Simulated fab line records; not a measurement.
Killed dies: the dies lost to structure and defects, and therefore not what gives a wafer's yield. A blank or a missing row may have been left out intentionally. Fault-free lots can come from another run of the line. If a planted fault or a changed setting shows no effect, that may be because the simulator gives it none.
The tool behind it: which one? + flow berkeley_cmos170 + 14 lots, 42 wafers sampled, at 4 steps of a route of 331

WHAT THE GAUGES SHOWED, per wafer
UCB170_SILICIDE_RS_MEAS_02: a four-point-probe measurement.
| lot  | measured     | on            | SILICIDE_TI_RS (ohm/sq) |
|------|--------------|---------------|-------------------------|
| L445 | day 7 01:01  | film_metro-04 | 26.3 25.7 26.0          |
| L447 | day 7 16:43  | film_metro-03 | 26.1 26.2 25.9          |
| L448 | day 7 16:52  | film_metro-01 | 25.9 26.0 25.9          |
| L451 | day 8 00:31  | film_metro-01 | 26.1 26.1 25.8          |
| L453 | day 8 01:55  | film_metro-03 | 25.9 25.6 25.6          |
| L452 | day 8 02:04  | film_metro-01 | 26.0 26.4 26.1          |
| L454 | day 9 03:19  | film_metro-03 | 26.2 26.2 26.3          |
| L456 | day 9 03:28  | film_metro-04 | 26.0 26.2 26.1          |
| L457 | day 9 10:10  | film_metro-04 | 26.2 26.0 26.3          |
| L458 | day 9 10:22  | film_metro-03 | 26.0 25.7 26.1          |
| L460 | day 10 04:59 | film_metro-03 | 25.8 25.6 25.9          |
| L461 | day 10 05:22 | film_metro-03 | 26.0 25.9 25.9          |
| L465 | day 11 06:04 | film_metro-01 | 26.0 25.9 25.9          |
| L468 | day 11 17:28 | film_metro-03 | 25.6 26.3 26.1          |

UCB170_V1_CD_MEAS_12: target cd 700 nm.
| lot  | measured     | on        | cd_nm (nm)        |
|------|--------------|-----------|-------------------|
| L445 | day 7 14:58  | cd_sem-02 | 697.3 700.4 699.4 |
| L447 | day 8 09:15  | cd_sem-01 | 700.9 699.8 700.1 |
| L448 | day 8 09:26  | cd_sem-01 | 700.7 700.8 699.4 |
| L451 | day 8 16:43  | cd_sem-01 | 698.9 700.5 699.7 |
| L453 | day 8 16:26  | cd_sem-01 | 700.5 700.6 700.6 |
| L452 | day 8 16:31  | cd_sem-01 | 699.3 700.3 699.2 |
| L454 | day 9 18:25  | cd_sem-01 | 698.6 697.9 697.5 |
| L456 | day 9 18:08  | cd_sem-01 | 699.5 699.6 700.1 |
| L457 | day 10 06:52 | cd_sem-02 | 700.4 698.6 698.9 |
| L458 | day 10 06:35 | cd_sem-02 | 698.3 696.6 697.6 |
| L460 | day 10 19:24 | cd_sem-02 | 700.9 700.6 700.8 |
| L461 | day 10 22:43 | cd_sem-02 | 700.8 701.5 700.9 |
| L465 | day 12 00:05 | cd_sem-01 | 698.3 698.0 699.2 |
| L468 | day 12 10:41 | cd_sem-01 | 701.7 700.4 701.1 |

TOOL THAT RAN EACH LOT (tool first, then ch and the chambers of the sampled wafers, then the start)
| lot  | UCB170_CONTACT_STRIP_19              | UCB170_M1_METAL_ETCH_12           |
|------|--------------------------------------|-----------------------------------|
| L445 | plasma_asher-02 ch 0,1, day 7 06:40  | rie_metal-01 ch 0, day 7 10:09    |
| L447 | plasma_asher-01 ch 0,1, day 7 22:07  | rie_metal-01 ch 0,1, day 8 00:14  |
| L448 | plasma_asher-01 ch 0,1, day 8 01:17  | rie_metal-04 ch 0,1, day 8 02:59  |
| L451 | plasma_asher-02 ch 0,1, day 8 07:28  | rie_metal-01 ch 0,1, day 8 09:24  |
| L453 | plasma_asher-01 ch 0,1, day 8 06:36  | rie_metal-03 ch 0,1, day 8 08:18  |
| L452 | plasma_asher-02 ch 0,1, day 8 06:49  | rie_metal-01 ch 0,1, day 8 08:38  |
| L454 | plasma_asher-03 ch 1, day 9 08:29    | rie_metal-03 ch 0,1, day 9 10:19  |
| L456 | plasma_asher-01 ch 0,1, day 9 08:46  | rie_metal-04 ch 0,1, day 9 10:35  |
| L457 | plasma_asher-01 ch 0,1, day 9 15:01  | rie_metal-03 ch 0,1, day 9 19:14  |
| L458 | plasma_asher-03 ch 0,1, day 9 18:58  | rie_metal-04 ch 0,1, day 9 20:41  |
| L460 | plasma_asher-02 ch 0,1, day 10 09:19 | rie_metal-04 ch 0,1, day 10 14:35 |
| L461 | plasma_asher-02 ch 0,1, day 10 14:10 | rie_metal-03 ch 0,1, day 10 16:26 |
| L465 | plasma_asher-02 ch 0,1, day 11 10:27 | rie_metal-04 ch 0,1, day 11 13:16 |
| L468 | plasma_asher-02 ch 1, day 12 00:52   | rie_metal-03 ch 0,1, day 12 03:29 |
- UCB170_CONTACT_STRIP_19: strips in O2.
- UCB170_M1_METAL_ETCH_12: etches Al in Cl2/BCl3, stops on PSG, target depth 780 nm, time 130 s.

AS READ BY THE TOOLS THEMSELVES (means over the sampled wafers that have a number; for cases with no such wafer, the mark the record gives instead)
UCB170_CONTACT_STRIP_19.
| lot  | tool            | drypump_motor_current_A (A) | oes_product_au (a.u.) |
|------|-----------------|-----------------------------|-----------------------|
| L445 | plasma_asher-02 | 5.9                         | 0.722                 |
| L447 | plasma_asher-01 | 6.2                         | 0.727                 |
| L448 | plasma_asher-01 | 6.2                         | 0.722                 |
| L451 | plasma_asher-02 | 5.8                         | 0.724                 |
| L453 | plasma_asher-01 | 6.2                         | 0.725                 |
| L452 | plasma_asher-02 | 5.8                         | 0.724                 |
| L454 | plasma_asher-03 | 5.4                         | 0.723                 |
| L456 | plasma_asher-01 | 6.2                         | 0.725                 |
| L457 | plasma_asher-01 | 6.2                         | 0.724                 |
| L458 | plasma_asher-03 | 5.4                         | 0.723                 |
| L460 | plasma_asher-02 | 5.9                         | 0.726                 |
| L461 | plasma_asher-02 | 5.9                         | 0.726                 |
| L465 | plasma_asher-02 | 5.9                         | 0.725                 |
| L468 | plasma_asher-02 | 6.1                         | 0.725                 |

UCB170_M1_METAL_ETCH_12.
| lot  | tool         | bias_w (W) | drypump_motor_current_A (A) | mfc_cl2_sccm (sccm) | oes_product_au (a.u.) | rf_fwd_power_W (W) | throttle_valve_pct (%) |
|------|--------------|------------|-----------------------------|---------------------|-----------------------|--------------------|------------------------|
| L445 | rie_metal-01 | 119.8      | 5.4                         | 90.08               | 0.822                 | 597.9              | 24.24                  |
| L447 | rie_metal-01 | 120.1      | 5.3                         | 90.12               | 0.868                 | 597.4              | 24.47                  |
| L448 | rie_metal-04 | 119.5      | 6.4                         | 90.01               | 0.861                 | 596.1              | 24.31                  |
| L451 | rie_metal-01 | 123.5      | 5.3                         | 89.95               | 0.845                 | 595.2              | 24.34                  |
| L453 | rie_metal-03 | 119.8      | 5.8                         | 90.32               | 0.858                 | 597.9              | 24.45                  |
| L452 | rie_metal-01 | 123.3      | 5.3                         | 90.17               | 0.841                 | 595.2              | 24.36                  |
| L454 | rie_metal-03 | 120.3      | 6.1                         | 90.09               | 0.868                 | 598.0              | 24.52                  |
| L456 | rie_metal-04 | 119.9      | 6.4                         | 89.80               | 0.858                 | 596.8              | 24.31                  |
| L457 | rie_metal-03 | 120.2      | 5.8                         | 90.45               | 0.865                 | 598.7              | 24.43                  |
| L458 | rie_metal-04 | 120.2      | 6.4                         | 89.97               | 0.871                 | 597.1              | 24.29                  |
| L460 | rie_metal-04 | 120.2      | 6.3                         | 89.97               | 0.850                 | 598.2              | 24.34                  |
| L461 | rie_metal-03 | 120.1      | 6.1                         | 90.11               | 0.859                 | 596.6              | 24.52                  |
| L465 | rie_metal-04 | 120.3      | 6.4                         | 90.13               | 0.852                 | 596.1              | 24.34                  |
| L468 | rie_metal-03 | 119.9      | 5.7                         | 90.03               | 0.856                 | 597.9              | 24.44                  |

THE ANSWER, worked out from the rows above alone
Rule: the usual values come from the lots themselves. Put in order of their means at a reading, lots are off if they are a third of the lots or fewer, leave a main group of 4 or more, and stand apart from it by a gap of 3 or more times the standard deviation of the main group's means; of several such gaps the widest counts. The tables above print the reading to a certain number of digits; a main group whose means all agree to those digits is not used. Also off: a lot with no number at a reading for which 4 or more lots have one. The other lots that the step has rows for count as sound. The gauges are gone through in route order, then the tools' own readings, and for those a lot's mean is taken as printed above. The first step at which some lot is off is used, and at that step the reading that is off furthest; a lot without a number counts as furthest.
Off at UCB170_M1_METAL_ETCH_12 (bias_w): L451, L452. For the main group the mean is 120.0 W and the standard deviation 0.23.
If a tool, at that step or one of the process steps before it, ran each lot that is off and ran no sound lot following the first of them, it fits. One candidate fits, namely rie_metal-01 at UCB170_M1_METAL_ETCH_12. Its last sound lot is L447 (day 8 00:14), its first lot that is off L452 (day 8 08:38): a fault that began between those two fits.
On the lots that are off, the tool's own readings at UCB170_M1_METAL_ETCH_12 differ by more than 5 times the standard deviation of the sound lots' means, which bears it out; bias_w reads 123.4 W there versus 120.0 W on the sound lots.

WHAT THE SIMULATOR PUT IN
Process parameters drifting: rie_metal-01 at UCB170_M1_METAL_ETCH_12, beginning at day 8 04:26. Setting bias_w, moved by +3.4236, from 120. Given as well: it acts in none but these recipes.
Shown lots that were struck: L451, L452. Same finding as the rule above.
